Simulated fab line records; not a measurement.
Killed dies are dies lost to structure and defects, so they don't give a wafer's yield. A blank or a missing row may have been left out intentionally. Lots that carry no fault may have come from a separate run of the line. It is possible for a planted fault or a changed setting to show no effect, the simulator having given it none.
fab line records + flow rit_cmos
record
- lots=15
- wafers=45
- last_day=7
route steps=202 shown ACTIVE@3 NLDD@111 CONTACT@176 M1@202
lots with no fault: from the same line, run without faults
start_h: the number of hours between the record's first day and the start of the first shown wafer of the lot + wait_h: hours since the lot's step before + " same as the row above + L1.1+2: several wafers, shown together as one row + - either no value or no given start + * or withheld: withheld + < > ~ a bound
route shown NAME@n: a module of which the file shows steps, and the number in the route of the first + usual: mean and standard deviation over wafers with no fault + same: alike in all rows + chamber/n: place in a boat + sites: each site's reading + _std_site: standard deviation of those values + _edge_site: inner sites' mean taken away from outer sites' mean + radius_mm: how far each site lies from the wafer's centre + mask NAME#n: copy n + behind: the tool/chamber that last shaped the wafer + hold: what put the lot on hold/how long, in hours/how the hold closed + device: the n, p or np transistor that did not switch + end of line: at the end of the route, the tests of the same wafers + a step given without rows: its recipe and nothing more + killed: dies lost to structure and defects at the first sort, not the wafer's yield + map: a wafer's dies, marking killed ones x, the rest . and places with no die _
set.NAME: the setting as run; set.NAME@STEP: as run at that earlier step + model.NAME: the simulator's own value behind a step, which no gauge read
the route's steps for a sample of lots (tables are steps, rows are wafers)
services: from which hour (start_h, from the record's first day; less than 0 if before it) a tool's chamber was out of use, for how many hours, and why
## steps
# step RIT_ACTIVE_THK_MEAS_02
# recipe
- reads=SiO2_of_ACTIVE_OXIDATION_01
# usual
- ACTIVE_OXIDE_THK=46.9/0.75
| lot.wafer | tool          | chamber | start_h | wait_h | ACTIVE_OXIDE_THK[nm] |
|-----------|---------------|---------|---------|--------|----------------------|
| L451.2    | film_metro-03 | -       | 12.06   | 0.0    | 46.6                 |
| L451.5    | "             | -       | "       | "      | 46.4                 |
| L451.6    | "             | -       | "       | "      | 46.7                 |
| L452.2    | film_metro-03 | -       | 17.06   | 0.0    | 47.3                 |
| L452.3    | "             | -       | "       | "      | 46.3                 |
| L452.5    | "             | -       | "       | "      | 46.8                 |
| L453.2    | film_metro-02 | -       | 22.06   | 0.0    | 47.3                 |
| L453.3    | "             | -       | "       | "      | 47.7                 |
| L453.6    | "             | -       | "       | "      | 47.0                 |
| L454.2    | film_metro-03 | -       | 27.06   | 0.0    | 46.9                 |
| L454.4    | "             | -       | "       | "      | 47.7                 |
| L454.5    | "             | -       | "       | "      | 47.3                 |
| L455.1    | film_metro-03 | -       | 33.64   | 0.0    | 47.1                 |
| L455.3    | "             | -       | "       | "      | 46.4                 |
| L455.6    | "             | -       | "       | "      | 46.3                 |
| L456.2    | film_metro-02 | -       | 38.22   | 0.0    | 47.1                 |
| L456.5    | "             | -       | "       | "      | 47.2                 |
| L456.6    | "             | -       | "       | "      | 46.5                 |
| L457.1    | film_metro-03 | -       | 42.36   | 0.0    | 47.1                 |
| L457.3    | "             | -       | "       | "      | 47.0                 |
| L457.5    | "             | -       | "       | "      | 47.3                 |
| L458.1    | film_metro-03 | -       | 47.75   | 0.0    | 47.9                 |
| L458.2    | "             | -       | "       | "      | 47.5                 |
| L458.6    | "             | -       | "       | "      | 47.2                 |
| L459.3    | film_metro-03 | -       | 52.44   | 0.0    | 46.3                 |
| L459.5    | "             | -       | "       | "      | 46.8                 |
| L459.6    | "             | -       | "       | "      | 46.1                 |
| L461.2    | film_metro-02 | -       | 62.99   | 0.0    | 47.2                 |
| L461.4    | "             | -       | "       | "      | 46.5                 |
| L461.5    | "             | -       | "       | "      | 47.2                 |
| L463.1    | film_metro-03 | -       | 72.13   | 0.0    | 47.6                 |
| L463.3    | "             | -       | "       | "      | 48.7                 |
| L463.5    | "             | -       | "       | "      | 47.2                 |
| L464.3    | film_metro-03 | -       | 77.07   | 0.0    | 47.1                 |
| L464.4    | "             | -       | "       | "      | 47.5                 |
| L464.5    | "             | -       | "       | "      | 48.1                 |
| L470.1    | film_metro-01 | -       | 107.05  | 0.0    | 45.9                 |
| L470.3    | "             | -       | "       | "      | 46.0                 |
| L470.5    | "             | -       | "       | "      | 46.1                 |
| L473.1    | film_metro-03 | -       | 122.05  | 0.0    | 46.1                 |
| L473.3    | "             | -       | "       | "      | 46.8                 |
| L473.4    | "             | -       | "       | "      | 45.6                 |
| L474.3    | film_metro-03 | -       | 127.07  | 0.0    | 47.6                 |
| L474.4    | "             | -       | "       | "      | 47.4                 |
| L474.6    | "             | -       | "       | "      | 47.2                 |
# step RIT_NLDD_IMPLANT_08
# recipe
- species=P
- energy_kev=20
- dose_cm2=5e+14
- tilt_deg=7
# usual
- dose_ions_cm2=4.999e+14/5.4e+11
- end_station_pressure_torr=6.3e-06/3.1e-07
- faraday_current_uA=1574/30
# same
- implant_ion_amu=31
| lot.wafer | tool         | chamber | start_h | wait_h | dose_ions_cm2 | end_station_pressure_torr | faraday_current_uA |
|-----------|--------------|---------|---------|--------|---------------|---------------------------|--------------------|
| L451.2    | implanter-04 | 0       | 44.86   | 0.1    | 5.009e+14     | 6.5e-06                   | 1548               |
| L451.5    | "            | 0       | "       | "      | 5.011e+14     | 6.6e-06                   | 1604               |
| L451.6    | "            | 0       | "       | "      | 5.002e+14     | 5.7e-06                   | 1560               |
| L452.2    | implanter-04 | 0       | 51.61   | 0.1    | 5e+14         | 6.1e-06                   | 1550               |
| L452.3    | "            | 0       | "       | "      | 4.994e+14     | 6.2e-06                   | 1586               |
| L452.5    | "            | 0       | "       | "      | 5.001e+14     | 6.1e-06                   | 1561               |
| L453.2    | implanter-04 | 0       | 53.96   | 0.1    | 4.986e+14     | 6.4e-06                   | 1587               |
| L453.3    | "            | 0       | "       | "      | 4.996e+14     | 6.3e-06                   | 1548               |
| L453.6    | "            | 0       | "       | "      | 4.995e+14     | 6e-06                     | 1552               |
| L454.2    | implanter-04 | 0       | 61.21   | 0.1    | 5.005e+14     | 5.7e-06                   | 1657               |
| L454.4    | "            | 0       | "       | "      | 4.996e+14     | 6.3e-06                   | 1589               |
| L454.5    | "            | 0       | "       | "      | 4.998e+14     | 6.7e-06                   | 1583               |
| L455.1    | implanter-03 | 0       | 65.35   | 0.1    | 5.007e+14     | 6.2e-06                   | 1605               |
| L455.3    | "            | 0       | "       | "      | 4.991e+14     | 6.7e-06                   | 1540               |
| L455.6    | "            | 0       | "       | "      | 4.994e+14     | 6e-06                     | 1548               |
| L456.2    | implanter-02 | 0       | 68.93   | 0.1    | 4.996e+14     | 6.1e-06                   | 1563               |
| L456.5    | "            | 0       | "       | "      | 4.999e+14     | 6.2e-06                   | 1565               |
| L456.6    | "            | 0       | "       | "      | 4.99e+14      | 6.5e-06                   | 1556               |
| L457.1    | implanter-04 | 0       | 72.32   | 0.1    | 4.998e+14     | 6.7e-06                   | 1595               |
| L457.3    | "            | 0       | "       | "      | 4.999e+14     | 6.7e-06                   | 1543               |
| L457.5    | "            | 0       | "       | "      | 4.995e+14     | 6.4e-06                   | 1611               |
| L458.1    | implanter-04 | 0       | 80.51   | 0.1    | 4.989e+14     | 6.1e-06                   | 1490               |
| L458.2    | "            | 0       | "       | "      | 4.994e+14     | 5.9e-06                   | 1585               |
| L458.6    | "            | 0       | "       | "      | 4.997e+14     | 6.6e-06                   | 1555               |
| L459.3    | implanter-03 | 0       | 82.58   | 0.1    | 4.992e+14     | 6.4e-06                   | 1577               |
| L459.5    | "            | 0       | "       | "      | 4.999e+14     | 6e-06                     | 1592               |
| L459.6    | "            | 0       | "       | "      | 5.002e+14     | 6.3e-06                   | 1590               |
| L461.2    | implanter-04 | 0       | 96.64   | 0.1    | 7.411e+14     | 7e-06                     | 2364               |
| L461.4    | "            | 0       | "       | "      | 7.416e+14     | 7.3e-06                   | 2334               |
| L461.5    | "            | 0       | "       | "      | 7.42e+14      | 6.3e-06                   | 2399               |
| L463.1    | implanter-04 | 0       | 102.00  | 0.1    | 7.412e+14     | 6.8e-06                   | 2354               |
| L463.3    | "            | 0       | "       | "      | 7.414e+14     | 6.8e-06                   | 2259               |
| L463.5    | "            | 0       | "       | "      | 7.409e+14     | 6.8e-06                   | 2290               |
| L464.3    | implanter-04 | 0       | 106.43  | 0.1    | 7.409e+14     | 6.6e-06                   | 2238               |
| L464.4    | "            | 0       | "       | "      | 7.418e+14     | 6.7e-06                   | 2377               |
| L464.5    | "            | 0       | "       | "      | 7.412e+14     | 6.7e-06                   | 2343               |
| L470.1    | implanter-03 | 0       | 138.05  | 0.1    | 5.013e+14     | 6.6e-06                   | 1575               |
| L470.3    | "            | 0       | "       | "      | 5e+14         | 6.7e-06                   | 1612               |
| L470.5    | "            | 0       | "       | "      | 5.002e+14     | 6.3e-06                   | 1567               |
| L473.1    | implanter-03 | 0       | 154.12  | 0.1    | 5.003e+14     | 6.6e-06                   | 1586               |
| L473.3    | "            | 0       | "       | "      | 5.001e+14     | 6.1e-06                   | 1570               |
| L473.4    | "            | 0       | "       | "      | 4.998e+14     | 6.2e-06                   | 1588               |
| L474.3    | implanter-04 | 0       | 161.97  | 0.1    | 5.004e+14     | 6.1e-06                   | 1562               |
| L474.4    | "            | 0       | "       | "      | 4.996e+14     | 6.4e-06                   | 1552               |
| L474.6    | "            | 0       | "       | "      | 5e+14         | 5.9e-06                   | 1575               |
# step RIT_NLDD_TW_MEAS_10
# usual
- NLDD_TW=2508/13
| lot.wafer | tool          | chamber | start_h | wait_h | NLDD_TW |
|-----------|---------------|---------|---------|--------|---------|
| L451.2    | film_metro-01 | -       | 45.17   | 0.1    | 2520    |
| L451.5    | "             | -       | "       | "      | 2510    |
| L451.6    | "             | -       | "       | "      | 2497    |
| L452.2    | film_metro-03 | -       | 51.92   | 0.1    | 2487    |
| L452.3    | "             | -       | "       | "      | 2502    |
| L452.5    | "             | -       | "       | "      | 2509    |
| L453.2    | film_metro-01 | -       | 54.27   | 0.1    | 2511    |
| L453.3    | "             | -       | "       | "      | 2500    |
| L453.6    | "             | -       | "       | "      | 2505    |
| L454.2    | film_metro-02 | -       | 61.52   | 0.1    | 2511    |
| L454.4    | "             | -       | "       | "      | 2505    |
| L454.5    | "             | -       | "       | "      | 2516    |
| L455.1    | film_metro-01 | -       | 65.67   | 0.1    | 2507    |
| L455.3    | "             | -       | "       | "      | 2500    |
| L455.6    | "             | -       | "       | "      | 2503    |
| L456.2    | film_metro-03 | -       | 69.24   | 0.1    | 2500    |
| L456.5    | "             | -       | "       | "      | 2500    |
| L456.6    | "             | -       | "       | "      | 2485    |
| L457.1    | film_metro-03 | -       | 72.65   | 0.1    | 2485    |
| L457.3    | "             | -       | "       | "      | 2507    |
| L457.5    | "             | -       | "       | "      | 2491    |
| L458.1    | film_metro-02 | -       | 80.84   | 0.1    | 2507    |
| L458.2    | "             | -       | "       | "      | 2514    |
| L458.6    | "             | -       | "       | "      | 2512    |
| L459.3    | film_metro-02 | -       | 82.87   | 0.1    | 2511    |
| L459.5    | "             | -       | "       | "      | 2523    |
| L459.6    | "             | -       | "       | "      | 2518    |
| L461.2    | film_metro-01 | -       | 96.95   | 0.1    | 2785    |
| L461.4    | "             | -       | "       | "      | 2801    |
| L461.5    | "             | -       | "       | "      | 2796    |
| L463.1    | film_metro-01 | -       | 102.33  | 0.1    | 2791    |
| L463.3    | "             | -       | "       | "      | 2787    |
| L463.5    | "             | -       | "       | "      | 2790    |
| L464.3    | film_metro-02 | -       | 106.72  | 0.1    | 2762    |
| L464.4    | "             | -       | "       | "      | 2782    |
| L464.5    | "             | -       | "       | "      | 2759    |
| L470.1    | film_metro-03 | -       | 138.38  | 0.1    | 2506    |
| L470.3    | "             | -       | "       | "      | 2493    |
| L470.5    | "             | -       | "       | "      | 2488    |
| L473.1    | film_metro-01 | -       | 154.45  | 0.1    | 2509    |
| L473.3    | "             | -       | "       | "      | 2510    |
| L473.4    | "             | -       | "       | "      | 2521    |
| L474.3    | film_metro-02 | -       | 162.27  | 0.1    | 2515    |
| L474.4    | "             | -       | "       | "      | 2488    |
| L474.6    | "             | -       | "       | "      | 2490    |
# step RIT_SDANNEAL_RS_MEAS_07
# recipe
- thk_meas_gauge=four-point-probe
# usual
- NLDD_RS=151.8/0.47
| lot.wafer | tool          | chamber | start_h | wait_h | NLDD_RS[ohm/sq] |
|-----------|---------------|---------|---------|--------|-----------------|
| L451.2    | film_metro-03 | -       | 54.02   | 0.1    | 151.7           |
| L451.5    | "             | -       | "       | "      | 151.8           |
| L451.6    | "             | -       | "       | "      | 151.6           |
| L452.2    | film_metro-03 | -       | 59.86   | 0.1    | 151.8           |
| L452.3    | "             | -       | "       | "      | 151.9           |
| L452.5    | "             | -       | "       | "      | 150.9           |
| L453.2    | film_metro-02 | -       | 62.58   | 0.1    | 151.7           |
| L453.3    | "             | -       | "       | "      | 151.2           |
| L453.6    | "             | -       | "       | "      | 151.3           |
| L454.2    | film_metro-01 | -       | 69.48   | 0.1    | 151.4           |
| L454.4    | "             | -       | "       | "      | 150.7           |
| L454.5    | "             | -       | "       | "      | 151.7           |
| L455.1    | film_metro-03 | -       | 73.46   | 0.1    | 152.0           |
| L455.3    | "             | -       | "       | "      | 151.9           |
| L455.6    | "             | -       | "       | "      | 152.2           |
| L456.2    | film_metro-01 | -       | 77.12   | 0.1    | 151.6           |
| L456.5    | "             | -       | "       | "      | 151.5           |
| L456.6    | "             | -       | "       | "      | 152.0           |
| L457.1    | film_metro-03 | -       | 80.28   | 0.1    | 151.5           |
| L457.3    | "             | -       | "       | "      | 152.2           |
| L457.5    | "             | -       | "       | "      | 151.7           |
| L458.1    | film_metro-01 | -       | 89.05   | 0.1    | 151.6           |
| L458.2    | "             | -       | "       | "      | 151.8           |
| L458.6    | "             | -       | "       | "      | 152.2           |
| L459.3    | film_metro-02 | -       | 90.77   | 0.1    | 151.7           |
| L459.5    | "             | -       | "       | "      | 151.7           |
| L459.6    | "             | -       | "       | "      | 151.9           |
| L461.2    | film_metro-01 | -       | 105.10  | 0.1    | 110.2           |
| L461.4    | "             | -       | "       | "      | 110.4           |
| L461.5    | "             | -       | "       | "      | 110.3           |
| L463.1    | film_metro-01 | -       | 110.22  | 0.1    | 110.5           |
| L463.3    | "             | -       | "       | "      | 110.5           |
| L463.5    | "             | -       | "       | "      | 110.4           |
| L464.3    | film_metro-01 | -       | 115.50  | 0.1    | 110.6           |
| L464.4    | "             | -       | "       | "      | 110.5           |
| L464.5    | "             | -       | "       | "      | 110.5           |
| L470.1    | film_metro-03 | -       | 146.40  | 0.1    | 151.4           |
| L470.3    | "             | -       | "       | "      | 151.6           |
| L470.5    | "             | -       | "       | "      | 150.9           |
| L473.1    | film_metro-03 | -       | 162.24  | 0.1    | 151.9           |
| L473.3    | "             | -       | "       | "      | 151.9           |
| L473.4    | "             | -       | "       | "      | 152.2           |
| L474.3    | film_metro-01 | -       | 170.01  | 0.1    | 151.4           |
| L474.4    | "             | -       | "       | "      | 151.2           |
| L474.6    | "             | -       | "       | "      | 150.7           |
# step RIT_CONTACT_CD_MEAS_08
# recipe
- target_cd_nm=1000
# usual
- cd_nm=999.6/2
| lot.wafer | tool      | chamber | start_h | wait_h | cd_nm  |
|-----------|-----------|---------|---------|--------|--------|
| L451.2    | cd_sem-01 | -       | 55.87   | -      | 999.0  |
| L451.5    | "         | -       | "       | "      | 1000.8 |
| L451.6    | "         | -       | "       | "      | 997.9  |
| L452.2    | cd_sem-02 | -       | 61.60   | -      | 1001.8 |
| L452.3    | "         | -       | "       | "      | 1001.4 |
| L452.5    | "         | -       | "       | "      | 1002.6 |
| L453.2    | cd_sem-02 | -       | 64.42   | -      | 996.9  |
| L453.3    | "         | -       | "       | "      | 998.5  |
| L453.6    | "         | -       | "       | "      | 996.7  |
| L454.2    | cd_sem-02 | -       | 71.20   | -      | 999.8  |
| L454.4    | "         | -       | "       | "      | 998.7  |
| L454.5    | "         | -       | "       | "      | 999.1  |
| L455.1    | cd_sem-02 | -       | 75.30   | -      | 998.0  |
| L455.3    | "         | -       | "       | "      | 998.8  |
| L455.6    | "         | -       | "       | "      | 1001.1 |
| L456.2    | cd_sem-02 | -       | 79.05   | -      | 1003.0 |
| L456.5    | "         | -       | "       | "      | 999.3  |
| L456.6    | "         | -       | "       | "      | 1000.9 |
| L457.1    | cd_sem-02 | -       | 82.16   | -      | 1003.2 |
| L457.3    | "         | -       | "       | "      | 1001.1 |
| L457.5    | "         | -       | "       | "      | 1002.7 |
| L458.1    | cd_sem-02 | -       | 90.77   | -      | 1002.1 |
| L458.2    | "         | -       | "       | "      | 1000.4 |
| L458.6    | "         | -       | "       | "      | 1002.6 |
| L459.3    | cd_sem-02 | -       | 92.49   | -      | 1001.6 |
| L459.5    | "         | -       | "       | "      | 999.7  |
| L459.6    | "         | -       | "       | "      | 999.3  |
| L461.2    | cd_sem-01 | -       | 106.94  | -      | 1003.1 |
| L461.4    | "         | -       | "       | "      | 1004.6 |
| L461.5    | "         | -       | "       | "      | 1004.7 |
| L463.1    | cd_sem-01 | -       | 111.93  | -      | 999.3  |
| L463.3    | "         | -       | "       | "      | 998.1  |
| L463.5    | "         | -       | "       | "      | 1000.2 |
| L464.3    | cd_sem-01 | -       | 117.35  | -      | 997.2  |
| L464.4    | "         | -       | "       | "      | 1000.3 |
| L464.5    | "         | -       | "       | "      | 997.4  |
| L470.1    | cd_sem-02 | -       | 148.46  | -      | 999.1  |
| L470.3    | "         | -       | "       | "      | 1000.0 |
| L470.5    | "         | -       | "       | "      | 1001.2 |
| L473.1    | cd_sem-02 | -       | 164.08  | -      | 998.3  |
| L473.3    | "         | -       | "       | "      | 996.9  |
| L473.4    | "         | -       | "       | "      | 997.4  |
| L474.3    | cd_sem-01 | -       | 171.86  | -      | 998.9  |
| L474.4    | "         | -       | "       | "      | 999.9  |
| L474.6    | "         | -       | "       | "      | 998.8  |
# step RIT_CONTACT_ETCH_11
# recipe
- target_depth_a=4800
- over_etch_frac=0.2
- stop_on=TiSi2
- chemistry=CHF3/CF4/Ar
- target=SiO2
- CHF3_flow_sccm=50
- cf4_flow_sccm=10
- Ar_flow_sccm=100
- O2_flow_sccm=5
- pressure_mtorr=100
- rf_w=200
- time_s=320
# usual
- drypump_motor_current_A=5.8/0.43
- oes_product_au=0.986/0.015
- throttle_valve_pct=8.84/0.11
| lot.wafer | tool        | chamber | start_h | wait_h | drypump_motor_current_A | oes_product_au | rf_hours_counter_h | throttle_valve_pct |
|-----------|-------------|---------|---------|--------|-------------------------|----------------|--------------------|--------------------|
| L451.2    | rie_diel-04 | 1       | 56.15   | 0.1    | 6.1                     | 0.973          | 101                | 9.01               |
| L451.5    | "           | 2       | "       | "      | 5.8                     | 0.964          | -                  | 8.82               |
| L451.6    | "           | 1       | "       | "      | 6.1                     | 0.979          | -                  | 9.00               |
| L452.2    | rie_diel-03 | 2       | 61.89   | 0.1    | 5.9                     | 0.975          | 27                 | 8.69               |
| L452.3    | "           | 1       | "       | "      | 5.2                     | 0.989          | 39                 | 8.77               |
| L452.5    | "           | 1       | "       | "      | 5.2                     | 0.991          | -                  | 8.75               |
| L453.2    | rie_diel-04 | 0       | 64.87   | 0.1    | 5.7                     | 0.997          | 74                 | 8.86               |
| L453.3    | "           | 3       | "       | "      | 6.4                     | 1.010          | 58                 | 8.82               |
| L453.6    | "           | 3       | "       | "      | 6.4                     | 1.014          | -                  | 8.83               |
| L454.2    | rie_diel-02 | 0       | 71.49   | 0.1    | 6.2                     | 0.993          | 115                | 9.00               |
| L454.4    | "           | 3       | "       | "      | 5.7                     | 1.018          | 157                | 8.60               |
| L454.5    | "           | 0       | "       | "      | 6.3                     | 0.993          | -                  | 9.00               |
| L455.1    | rie_diel-03 | 1       | 75.61   | 0.1    | 5.2                     | 0.980          | 39                 | 8.76               |
| L455.3    | "           | 3       | "       | "      | 5.7                     | 0.982          | 149                | 8.82               |
| L455.6    | "           | 1       | "       | "      | 5.2                     | 0.992          | -                  | 8.76               |
| L456.2    | rie_diel-02 | 3       | 79.34   | 0.1    | 5.7                     | 1.008          | 157                | 8.60               |
| L456.5    | "           | 0       | "       | "      | 6.3                     | 0.989          | -                  | 9.01               |
| L456.6    | "           | 3       | "       | "      | 5.7                     | 1.008          | -                  | 8.61               |
| L457.1    | rie_diel-03 | 2       | 82.47   | 0.1    | 5.9                     | 0.978          | 28                 | 8.70               |
| L457.3    | "           | 3       | "       | "      | 5.7                     | 0.975          | 149                | 8.81               |
| L457.5    | "           | 1       | "       | "      | 5.3                     | 0.984          | -                  | 8.75               |
| L458.1    | rie_diel-03 | 0       | 91.08   | 0.1    | 6.7                     | 0.967          | 9                  | 8.84               |
| L458.2    | "           | 2       | "       | "      | 5.9                     | 0.967          | 28                 | 8.70               |
| L458.6    | "           | 0       | "       | "      | 6.7                     | 0.972          | -                  | 8.85               |
| L459.3    | rie_diel-02 | 0       | 92.76   | 0.1    | 6.3                     | 0.996          | 115                | 9.00               |
| L459.5    | "           | 1       | "       | "      | 5.4                     | 0.994          | -                  | 9.01               |
| L459.6    | "           | 2       | "       | "      | 5.4                     | 0.997          | -                  | 8.81               |
| L461.2    | rie_diel-04 | 3       | 107.32  | 0.1    | 6.4                     | 1.012          | 59                 | 8.83               |
| L461.4    | "           | 2       | "       | "      | 5.8                     | 0.958          | 119                | 8.81               |
| L461.5    | "           | 1       | "       | "      | 6.1                     | 0.973          | -                  | 9.00               |
| L463.1    | rie_diel-04 | 1       | 112.27  | 0.1    | 6.0                     | 0.972          | 102                | 9.00               |
| L463.3    | "           | 3       | "       | "      | 6.4                     | 1.015          | 59                 | 8.82               |
| L463.5    | "           | 0       | "       | "      | 5.7                     | 0.996          | -                  | 8.84               |
| L464.3    | rie_diel-03 | 3       | 117.62  | 0.1    | 5.7                     | 0.972          | 150                | 8.83               |
| L464.4    | "           | 1       | "       | "      | 5.2                     | 0.986          | 41                 | 8.76               |
| L464.5    | "           | 2       | "       | "      | 5.9                     | 0.972          | -                  | 8.70               |
| L470.1    | rie_diel-03 | 3       | 148.77  | 0.1    | 5.7                     | 0.968          | 150                | 8.82               |
| L470.3    | "           | 1       | "       | "      | 5.3                     | 0.997          | 41                 | 8.75               |
| L470.5    | "           | 2       | "       | "      | 5.9                     | 0.972          | -                  | 8.70               |
| L473.1    | rie_diel-04 | 2       | 164.58  | 0.1    | 5.8                     | 0.957          | 120                | 8.82               |
| L473.3    | "           | 3       | "       | "      | 6.4                     | 1.009          | 60                 | 8.82               |
| L473.4    | "           | 1       | "       | "      | 6.0                     | 0.970          | 103                | 8.99               |
| L474.3    | rie_diel-02 | 3       | 172.13  | 0.1    | 5.7                     | 0.971          | 1                  | 8.62               |
| L474.4    | "           | 1       | "       | "      | 5.4                     | 0.993          | 82                 | 9.00               |
| L474.6    | "           | 3       | "       | "      | 5.7                     | 0.978          | -                  | 8.61               |
# step RIT_M1_PROBE_99
# usual
- killed_at_M0_to_M3=0.0/0.2
- killed_at_contacts=0.1/0.32
- killed_at_front_end=6.7/2.9
- killed_dies=6.8/2.9
- killed_open=3.3/1.7
- killed_short=3.4/2.1
# same
- gross_dies=264
- killed_at_M4_up=0
- killed_at_back_side=0
- killed_at_other=0
| lot.wafer | tool      | chamber | start_h | wait_h | killed_at_M0_to_M3 | killed_at_contacts | killed_at_front_end | killed_dies | killed_open | killed_short |
|-----------|-----------|---------|---------|--------|--------------------|--------------------|---------------------|-------------|-------------|--------------|
| L451.2    | prober-02 | -       | 61.22   | 0.1    | 0                  | 0                  | 1                   | 1           | 0           | 1            |
| L451.5    | prober-02 | -       | 61.37   | 0.2    | 0                  | 0                  | 4                   | 4           | 2           | 2            |
| L451.6    | prober-02 | -       | 61.42   | 0.2    | 0                  | 0                  | 6                   | 6           | 3           | 3            |
| L453.2    | prober-02 | -       | 72.90   | 0.1    | 0                  | 1                  | 7                   | 8           | 2           | 6            |
| L453.3    | prober-02 | -       | 72.95   | 0.2    | 0                  | 0                  | 6                   | 6           | 3           | 3            |
| L453.6    | prober-02 | -       | 73.10   | 0.2    | 0                  | 1                  | 7                   | 8           | 5           | 3            |
| L455.1    | prober-02 | -       | 81.03   | 0.1    | 0                  | 0                  | 7                   | 7           | 3           | 4            |
| L455.3    | prober-02 | -       | 81.13   | 0.2    | 0                  | 0                  | 7                   | 7           | 4           | 3            |
| L455.6    | prober-02 | -       | 81.28   | 0.2    | 0                  | 0                  | 6                   | 6           | 4           | 2            |
| L456.2    | prober-01 | -       | 84.63   | 0.1    | 0                  | 0                  | 8                   | 8           | 4           | 4            |
| L456.5    | prober-01 | -       | 84.78   | 0.2    | 0                  | 0                  | 8                   | 8           | 5           | 3            |
| L456.6    | prober-01 | -       | 84.83   | 0.2    | 0                  | 0                  | 11                  | 11          | 6           | 5            |
| L463.1    | prober-02 | -       | 117.13  | 0.1    | 0                  | 0                  | 5                   | 5           | 3           | 2            |
| L463.3    | prober-02 | -       | 117.23  | 0.2    | 0                  | 0                  | 5                   | 5           | 4           | 1            |
| L463.5    | prober-02 | -       | 117.33  | 0.2    | 0                  | 1                  | 4                   | 5           | 4           | 1            |
# killed by level:class
L451.2 GATE:geometric_particle:short=1
L451.5 FOX2:geometric_particle:short=2 FOX2:geometric_particle:open=1 SPACER:geometric_particle:open=1
L451.6 GATE:geometric_particle:open=2 GATE:geometric_particle:short=2 FOX2:geometric_particle:short=1 REOX:geometric_particle:open=1
L453.2 SILICIDE:geometric_particle:short=3 FOX1:geometric_particle:short=2 GATE:geometric_particle:short=1 REOX:geometric_particle:open=1 CONTACT:geometric_particle:open=1
L453.3 GATE:geometric_particle:short=2 FOX2:geometric_particle:short=1 GATE:geometric_particle:open=1 REOX:geometric_particle:open=1 SILICIDE:geometric_particle:open=1
L453.6 REOX:geometric_particle:open=3 FOX1:geometric_particle:short=1 GATE:geometric_particle:short=1 REOX:geometric_particle:short=1 SILICIDE:geometric_particle:open=1 CONTACT:geometric_particle:open=1
L455.1 FOX1:geometric_particle:short=2 FOX2:geometric_particle:short=1 FOX1:geometric_particle:open=1 FOX2:geometric_particle:open=1 SPACER:geometric_particle:open=1 SILICIDE:geometric_particle:short=1
L455.3 REOX:geometric_particle:open=2 FOX1:geometric_particle:short=1 FOX1:geometric_particle:open=1 GATE:geometric_particle:open=1 GATE:geometric_particle:short=1 REOX:geometric_particle:short=1
L455.6 SILICIDE:geometric_particle:short=2 SILICIDE:geometric_particle:open=2 FOX1:geometric_particle:open=1 REOX:geometric_particle:open=1
L456.2 FOX1:geometric_particle:open=2 FOX1:geometric_particle:short=2 GATE:geometric_particle:short=2 SILICIDE:geometric_particle:open=2
L456.5 GATE:geometric_particle:open=3 FOX1:geometric_particle:short=1 FOX1:geometric_particle:open=1 SILICIDE:geometric_particle:open=1 GATE:geometric_particle:short=1 REOX:geometric_particle:short=1
L456.6 GATE:geometric_particle:open=5 GATE:geometric_particle:short=2 SILICIDE:geometric_particle:short=2 FOX1:geometric_particle:open=1 REOX:geometric_particle:short=1
L463.1 SILICIDE:geometric_particle:short=2 SILICIDE:geometric_particle:open=2 GATE:geometric_particle:open=1
L463.3 GATE:geometric_particle:open=2 FOX1:geometric_particle:open=1 REOX:geometric_particle:open=1 REOX:geometric_particle:short=1
L463.5 SILICIDE:geometric_particle:open=2 GATE:geometric_particle:open=1 GATE:geometric_particle:short=1 CONTACT:geometric_particle:open=1
## services
| tool         | chamber | start_h | hours | kind           |
|--------------|---------|---------|-------|----------------|
| rie_diel-02  | 0       | 33.71   | 3.5   | repair         |
| rie_diel-03  | -       | 35.44   | 0.2   | repair         |
| rie_diel-04  | -       | 38.04   | 3.3   | repair         |
| rie_diel-04  | 0       | 38.49   | 7.7   | repair         |
| rie_diel-04  | -       | 61.42   | 0.1   | repair         |
| rie_diel-03  | 2       | 92.13   | 9.0   | repair         |
| implanter-04 | -       | 94.89   | 1.3   | repair         |
| rie_diel-03  | 0       | 102.71  | 4.3   | repair         |
| rie_diel-02  | 3       | 106.31  | 6.2   | repair         |
| rie_diel-04  | -       | 107.91  | 2.8   | pm             |
| rie_diel-02  | 3       | 112.75  | -     | clean          |
| rie_diel-02  | 3       | 112.75  | 23.8  | scheduled_down |
| rie_diel-02  | 3       | 112.75  | 23.8  | vent_cycle     |
| implanter-04 | -       | 117.44  | 5.2   | pm             |
| implanter-02 | -       | 119.42  | 4.1   | repair         |
| implanter-04 | -       | 136.31  | 2.5   | pm             |
| rie_diel-03  | 3       | 151.06  | -     | clean          |
## key
first_sign
- step=RIT_NLDD_IMPLANT_08
- reading=dose_ions_cm2
- direction=up
- sigmas=99+
- usual=4.999e+14
- struck=7.413e+14
effect
- step=RIT_NLDD_IMPLANT_08
- reading=faraday_current_uA
- direction=up
- sigmas=26
- usual=1574
- struck=2329
effect
- step=RIT_NLDD_TW_MEAS_10
- reading=NLDD_TW
- direction=up
- sigmas=21
- usual=2508
- struck=2784
effect
- step=RIT_SDANNEAL_RS_MEAS_07
- reading=NLDD_RS
- direction=down
- sigmas=87
- usual=151.8
- struck=110.4
met_at RIT_NLDD_IMPLANT_08
struck_lots L461,L463,L464
tester_left_out L461,L463,L464
not_acting_at RIT_ACTIVE_THK_MEAS_02,RIT_CONTACT_CD_MEAS_08,RIT_CONTACT_ETCH_11
onset_between 80.51 96.64
fault
- kind=process_parameter_drift
- tool=implanter-04
- chamber=-
- onset_h=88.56
- steps=RIT_NLDD_IMPLANT_08
- channel=dose_cm2
- offset=2.4137e+14
- shape=step
- end_h=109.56
- acts_in=these_recipes_only
- stated=5e+14
# tester_left_out: of these lots the tester's yield and bins aren't shown, on N5 and GAA mostly nor the transistor test; their killed dies are dies lost to structure and defects alone, not to doping, threshold or leakage, so they don't give the yield
